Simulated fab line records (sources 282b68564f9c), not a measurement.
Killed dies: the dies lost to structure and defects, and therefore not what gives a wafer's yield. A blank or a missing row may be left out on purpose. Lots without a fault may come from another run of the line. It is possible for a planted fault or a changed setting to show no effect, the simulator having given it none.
Check of tool commonality ; flow rit_cmos ; Sampled: 13 lots, 39 wafers

REASON FOR OPENING
Of 13 lots, 1 have the reading PLDD_TW flagged at RIT_PLDD_TW_MEAS_10. No-fault wafers: 2351, standard deviation 12.
Rule: a lot is flagged when every wafer of it that has a number lies more than 4 standard deviations from that mean, or none has a number. The other lots count as sound.

lot;measured;on;PLDD_TW, wafer by wafer;flag
L770;day 2 23:38;film_metro-02;2345 2342 2340;
L771;day 3 01:55;film_metro-01;2353 2326 2348;
L772;day 3 07:13;film_metro-04;2366 2369 2379;
L773;day 3 12:23;film_metro-02;2351 2350 2353;
L774;day 3 16:08;film_metro-01;2340 2332 2330;
L775;day 3 20:07;film_metro-02;2371 2349 2367;
L776;day 4 04:22;film_metro-01;2351 2346 2357;
L780;day 4 22:28;film_metro-02;30 30 30;FLAGGED
L783;day 5 13:56;film_metro-02;2367 2352 2370;
L787;day 6 21:02;film_metro-01;2369 2351 2342;
L789;day 7 10:32;film_metro-01;2352 2346 2345;
L792;day 8 07:20;film_metro-04;2351 2357 2370;
L793;day 8 17:59;film_metro-01;2335 2330 2353;
Averaged over the flagged lots the numbers come to 30, -2321 from the usual (-99 or more standard deviations).

LOT BY LOT: THE TOOL USED
The record holds 1 process step before the reading, out of a route of 202 steps. Every cell lists first the tool, next ch and the chambers used by the sampled wafers, and last the start.
lot;flag;RIT_NLDD_STRIP_09
L770;;plasma_asher-02 ch 0,1, day 2 21:55
L771;;plasma_asher-02 ch 1, day 3 00:19
L772;;plasma_asher-02 ch 0,1, day 3 05:32
L773;;plasma_asher-01 ch 0,1, day 3 10:39
L774;;plasma_asher-02 ch 0,1, day 3 14:32
L775;;plasma_asher-02 ch 0,1, day 3 18:25
L776;;plasma_asher-01 ch 0,1, day 4 02:26
L780;FLAGGED;plasma_asher-02 ch 0,1, day 4 20:52
L783;;plasma_asher-03 ch 0,1, day 5 12:22
L787;;plasma_asher-01 ch 0,1, day 6 19:21
L789;;plasma_asher-01 ch 0,1, day 7 08:49
L792;;plasma_asher-03 ch 0,1, day 8 05:37
L793;;plasma_asher-03 ch 0,1, day 8 16:23
What the steps here do:
- RIT_NLDD_STRIP_09: strips in O2, time 180 s.
- RIT_PLDD_TW_MEAS_10

FLAGGED OVER TOTAL, TOOL BY TOOL (the gauges that took the reading come last)
step;tool;lots run;flagged;share of the flagged lots;sound lots run after its first flagged lot
RIT_NLDD_STRIP_09;plasma_asher-01;4;0;none;-
RIT_NLDD_STRIP_09;plasma_asher-02;6;1;all;0
RIT_NLDD_STRIP_09;plasma_asher-03;3;0;none;-
RIT_PLDD_TW_MEAS_10;film_metro-01;6;0;none;-
RIT_PLDD_TW_MEAS_10;film_metro-02;5;1;all;1 (L783)
RIT_PLDD_TW_MEAS_10;film_metro-04;2;0;none;-

THE TABLE: WHAT IT ALLOWS
Table rows that saw every flagged lot: 2, namely plasma_asher-02 at RIT_NLDD_STRIP_09 and film_metro-02 at RIT_PLDD_TW_MEAS_10.
- plasma_asher-02 at RIT_NLDD_STRIP_09: 1 of its 6 lots flagged. Its last sound lot is L775 (day 3 18:25), its first flagged lot L780 (day 4 20:52): a fault that began between those two fits. Its own readings (run_length_s) fall more than 4 standard deviations out on all wafers of the flagged lots.
- film_metro-02 at RIT_PLDD_TW_MEAS_10: 1 of its 5 lots flagged. Sound lots ran on it after the first flagged one (L783), which a lasting fault on the whole tool wouldn't allow.
What remains is a single tool, plasma_asher-02 at RIT_NLDD_STRIP_09.

WHAT THE SIMULATOR HAD INSERTED
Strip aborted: plasma_asher-02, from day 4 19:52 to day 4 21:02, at RIT_NLDD_STRIP_09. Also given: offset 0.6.
Lots struck among those shown: L780. The rule given above showed the same thing.
